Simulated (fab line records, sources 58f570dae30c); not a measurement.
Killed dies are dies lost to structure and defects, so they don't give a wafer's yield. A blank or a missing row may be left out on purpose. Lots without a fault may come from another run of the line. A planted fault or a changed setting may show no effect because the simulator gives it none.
Problem report in the 8D (eight disciplines) form, filled by code | flow berkeley_cmos170 | the parts of the form that need people (team, actions taken, sign-off) are left out

1. THE PROBLEM
NSD_TW at UCB170_NSD_TW_MEAS_10 reads a mean of 3181 on 6 wafers of 2 lots; wafers without a fault read 4200 with a standard deviation of 30. That is -34 standard deviations from the usual mean.
First seen on wafer L403.1, day 8 00:59, on film_metro-01. The record holds 42 wafers of 14 lots with a number at this step. Rule for "out", or "out of limits": more than 4 standard deviations from the usual mean. The other wafers with a number count as sound.

2. WHAT IT IS AND WHAT IT IS NOT
question                    | is                           | is not
which readings at this step | NSD_TW                       | -
which lots                  | L403, L405                   | L398, L399, L400, L401, L406, L411, L412, L417, L418, L419, L420, L421
which wafers of those lots  | all that have a number       | -
read on which gauges        | film_metro-01, film_metro-04 | film_metro-02
when                        | from day 8 00:59             | up to then (12 sound wafers); but 24 sound wafers of L406, L411, L412, L417, L418, L419, L420, L421 came after

3. SUSPECTS, AND WHAT RULES EACH OUT
Counting: a tool at a process step up to the reading stays a suspect if it ran every lot that is out and no sound lot after the first of them.
- the gauge at UCB170_NSD_TW_MEAS_10: ruled out. The wafers that are out were read on 2 gauges (film_metro-01, film_metro-04).
- plasma_asher-02 at UCB170_PSD_STRIP_09 (strips in O2): ruled out as a lasting fault. Sound lots L406, L412, L420 ran on it after its first lot that is out, L403 (day 7 23:13).
- implanter-01 at UCB170_NSD_IMPLANT_08: kept. It ran every lot that is out, first L403 (day 8 00:44), and no sound lot after that; its last sound lot up to then is L401 (day 7 18:53). Its own readings are out on those wafers: dose_ions_cm2, end_station_pressure_torr, faraday_current_uA.
- plasma_asher-02 at UCB170_NSD_STRIP_09 (strips in O2): ruled out as a lasting fault. Sound lots L411, L417, L421 ran on it after its first lot that is out, L403 (day 8 00:53).
Left after counting: implanter-01 at UCB170_NSD_IMPLANT_08.

4. THE CAUSE (what the simulator had put in)
Process parameter drift: implanter-01, from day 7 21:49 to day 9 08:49, at UCB170_NSD_IMPLANT_08. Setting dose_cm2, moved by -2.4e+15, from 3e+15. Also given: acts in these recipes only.
Counting left only this tool.

5. THE CHAIN OF EFFECTS, in route order
Each row: a reading whose mean over the struck wafers that have a number lies more than 3 standard deviations from the usual. Only readings for which the record gives a usual standard deviation are gone through. hours: the time from each lot's start at the first step in this table that gives one to its start at this step, as a median over the lots. sigmas: the change in usual standard deviations.
hours | step                       | reading                   | usual         | on struck wafers | change    | sigmas
0     | UCB170_NSD_IMPLANT_08      | dose_ions_cm2             | 3e+15         | 6e+14            | -2e+15    | -99 or more
0     | UCB170_NSD_IMPLANT_08      | end_station_pressure_torr | 1.26e-05 Torr | 6.62e-06         | -5.98e-06 | -9.8
0     | UCB170_NSD_IMPLANT_08      | faraday_current_uA        | 9279          | 1940             | -7339     | -39
0     | UCB170_NSD_STRIP_09        | oes_product_au            | 0.533 a.u.    | 0.700            | +0.167    | +36
0     | UCB170_NSD_STRIP_09        | strip_time_to_endpoint_s  | 35.92 s       | 23.15            | -12.77    | -99 or more
0     | UCB170_NSD_TW_MEAS_10      | NSD_TW                    | 4200          | 3181             | -1019     | -34
4     | UCB170_SDANNEAL_RS_MEAS_03 | NSD_RS                    | 37.20 ohm/sq  | 118.89           | +81.69    | +99 or more
The process steps in it:
- UCB170_NSD_IMPLANT_08
- UCB170_NSD_STRIP_09: strips in O2.

6. WHAT WOULD HAVE CAUGHT IT SOONER
In this record the first reading out of limits at a measuring or inspecting step was taken at day 8 00:59, 3 hours after the fault began at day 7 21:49.
The tool's own readings at UCB170_NSD_IMPLANT_08 were out on every struck wafer that the step has a row for (dose_ions_cm2, end_station_pressure_torr, faraday_current_uA): an alarm limit on them would have fired on the first of those.
Of the lots that are out (2), L405 began UCB170_NSD_IMPLANT_08 on implanter-01 after day 8 00:59. A hold on the tool at that time would have spared it.
